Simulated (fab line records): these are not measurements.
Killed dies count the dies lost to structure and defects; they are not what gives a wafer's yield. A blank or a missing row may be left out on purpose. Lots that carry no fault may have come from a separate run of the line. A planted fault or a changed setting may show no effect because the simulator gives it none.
Which tool is to blame? || flow berkeleyCmos170 || 15 lots with 45 wafers sampled at 2 steps, on a route of 331 steps

## WHAT EACH GAUGE READ, for each wafer
UCB170_PWELL_THK_MEAS_03.
{"lot": "L715", "measured": "day 2 19:15", "on": "filmMetro-03", "PWELL_OXIDE_THK (nm)": "26.6 26.2 26.6"}
{"lot": "L716", "measured": "day 2 19:14", "on": "filmMetro-02", "PWELL_OXIDE_THK (nm)": "27.1 27.6 27.5"}
{"lot": "L717", "measured": "day 3 07:34", "on": "filmMetro-01", "PWELL_OXIDE_THK (nm)": "29.7 29.9 30.1"}
{"lot": "L718", "measured": "day 3 07:35", "on": "filmMetro-03", "PWELL_OXIDE_THK (nm)": "30.0 29.2 29.0"}
{"lot": "L719", "measured": "day 3 07:34", "on": "filmMetro-02", "PWELL_OXIDE_THK (nm)": "30.2 30.2 30.1"}
{"lot": "L720", "measured": "day 3 13:04", "on": "filmMetro-02", "PWELL_OXIDE_THK (nm)": "26.1 26.2 26.2"}
{"lot": "L721", "measured": "day 3 21:56", "on": "filmMetro-01", "PWELL_OXIDE_THK (nm)": "27.0 26.9 26.5"}
{"lot": "L730", "measured": "day 5 21:06", "on": "filmMetro-03", "PWELL_OXIDE_THK (nm)": "26.8 26.8 27.2"}
{"lot": "L731", "measured": "day 6 06:25", "on": "filmMetro-01", "PWELL_OXIDE_THK (nm)": "26.5 26.2 26.3"}
{"lot": "L732", "measured": "day 6 12:34", "on": "filmMetro-02", "PWELL_OXIDE_THK (nm)": "26.2 26.2 26.3"}
{"lot": "L733", "measured": "day 6 12:35", "on": "filmMetro-01", "PWELL_OXIDE_THK (nm)": "26.2 26.4 26.1"}
{"lot": "L734", "measured": "day 6 18:41", "on": "filmMetro-02", "PWELL_OXIDE_THK (nm)": "26.5 25.8 26.1"}
{"lot": "L735", "measured": "day 6 18:41", "on": "filmMetro-01", "PWELL_OXIDE_THK (nm)": "26.8 27.4 26.9"}
{"lot": "L737", "measured": "day 7 01:55", "on": "filmMetro-01", "PWELL_OXIDE_THK (nm)": "26.7 26.4 26.9"}
{"lot": "L738", "measured": "day 7 15:08", "on": "filmMetro-02", "PWELL_OXIDE_THK (nm)": "26.1 26.0 25.6"}

## TOOL THAT RAN EACH LOT (tool first, then ch and the chambers of the sampled wafers, then the start)
{"lot": "L715", "UCB170_PWELL_OXIDATION_02": "furnace-02 ch 0, day 2 17:53"}
{"lot": "L716", "UCB170_PWELL_OXIDATION_02": "furnace-02 ch 0, day 2 17:53"}
{"lot": "L717", "UCB170_PWELL_OXIDATION_02": "furnace-02 ch 0, day 3 06:13"}
{"lot": "L718", "UCB170_PWELL_OXIDATION_02": "furnace-02 ch 0, day 3 06:13"}
{"lot": "L719", "UCB170_PWELL_OXIDATION_02": "furnace-02 ch 0, day 3 06:13"}
{"lot": "L720", "UCB170_PWELL_OXIDATION_02": "furnace-03 ch 0, day 3 11:41"}
{"lot": "L721", "UCB170_PWELL_OXIDATION_02": "furnace-04 ch 0, day 3 20:35"}
{"lot": "L730", "UCB170_PWELL_OXIDATION_02": "furnace-04 ch 0, day 5 19:44"}
{"lot": "L731", "UCB170_PWELL_OXIDATION_02": "furnace-03 ch 0, day 6 05:04"}
{"lot": "L732", "UCB170_PWELL_OXIDATION_02": "furnace-02 ch 0, day 6 11:13"}
{"lot": "L733", "UCB170_PWELL_OXIDATION_02": "furnace-02 ch 0, day 6 11:13"}
{"lot": "L734", "UCB170_PWELL_OXIDATION_02": "furnace-02 ch 0, day 6 17:19"}
{"lot": "L735", "UCB170_PWELL_OXIDATION_02": "furnace-02 ch 0, day 6 17:19"}
{"lot": "L737", "UCB170_PWELL_OXIDATION_02": "furnace-03 ch 0, day 7 00:34"}
{"lot": "L738", "UCB170_PWELL_OXIDATION_02": "furnace-02 ch 0, day 7 13:46"}
- UCB170_PWELL_OXIDATION_02: target thk 26.4 nm, ox time 1260 s.

## AS READ BY THE TOOLS THEMSELVES (means over the sampled wafers that have a number; for cases with no such wafer, the mark the record gives instead)
The record holds no such reading with a usual standard deviation.

## THE ANSWER, worked out from the rows above alone
Rule: the usual values come from the lots themselves. The widest of any qualifying gaps counts: lots, ordered by their means at a reading, are off when they make up no more than a third of the lots, leave a main group of 4 or more, and stand apart from it by 3 or more times the standard deviation of that group's means. If all means in a main group match to the digits the tables above print for the reading, that group is not used. A lot without any number at a reading at which 4 lots or more have one is off too. Where the step has rows for the other lots, those lots are counted as sound. The gauges are gone through in route order, then the tools' own readings, and for those a lot's mean is taken as printed above. At the first step where some lot is off, the reading lying furthest off is the one used; lots without a number count as furthest.
Off: L717, L718, L719, at UCB170_PWELL_THK_MEAS_03 (PWELL_OXIDE_THK). The main group has a mean of 26.5 nm with a standard deviation of 0.43.
If a tool, at a process step before that reading, ran all the lots that are off and no sound lot after the first of them, it fits. Gauges at UCB170_PWELL_THK_MEAS_03: tried the same way as those tools. None of those tried fits.

## WHAT WAS PUT IN BY THE SIMULATOR
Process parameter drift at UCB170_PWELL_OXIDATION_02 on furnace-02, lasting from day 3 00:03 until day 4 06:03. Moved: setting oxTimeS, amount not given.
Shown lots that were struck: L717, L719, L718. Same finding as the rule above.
